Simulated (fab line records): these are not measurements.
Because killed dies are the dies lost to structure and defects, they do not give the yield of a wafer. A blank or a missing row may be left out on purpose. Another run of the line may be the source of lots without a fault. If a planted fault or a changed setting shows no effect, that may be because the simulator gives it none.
What tool caused it? | flow rit_cmos | 6 lots (18 wafers sampled), 1 step of a 202-step route

## WHAT THE GAUGES READ, wafer by wafer
RIT_ACTIVE_BOW_MEAS_00.
lot  | measured    | on            | INCOMING_BOW (um)
L447 | day 1 15:00 | film_metro-04 | 1 3 -9
L449 | day 2 01:01 | film_metro-04 | 5 -2 -5
L451 | day 2 11:00 | film_metro-02 | 15 -17 3
L459 | day 4 03:01 | film_metro-02 | 6 -10 5
L462 | day 4 18:00 | film_metro-02 | -4 -4 0
L468 | day 6 00:01 | film_metro-04 | 2 7 -11

## WHICH TOOL RAN EACH LOT (tool, then ch and the chambers of the sampled wafers, then the start)
There is no process step in the record ahead of these readings.

## THE ANSWER, worked out from the rows above alone
Rule: what is usual is taken from the lots themselves. Put in order of their means at a reading, lots are off if they are a third of the lots or fewer, leave a main group of 4 or more, and stand apart from it by a gap of 3 or more times the standard deviation of the main group's means; of several such gaps the widest counts. If all means in a main group match to the digits the tables above print for the reading, that group is not used. Also off: a lot with no number at a reading for which 4 or more lots have one. All remaining lots with rows at the step are treated as sound.
None of the lots is off at any reading shown; this tells nothing.

## WHAT THE SIMULATOR HAD INSERTED
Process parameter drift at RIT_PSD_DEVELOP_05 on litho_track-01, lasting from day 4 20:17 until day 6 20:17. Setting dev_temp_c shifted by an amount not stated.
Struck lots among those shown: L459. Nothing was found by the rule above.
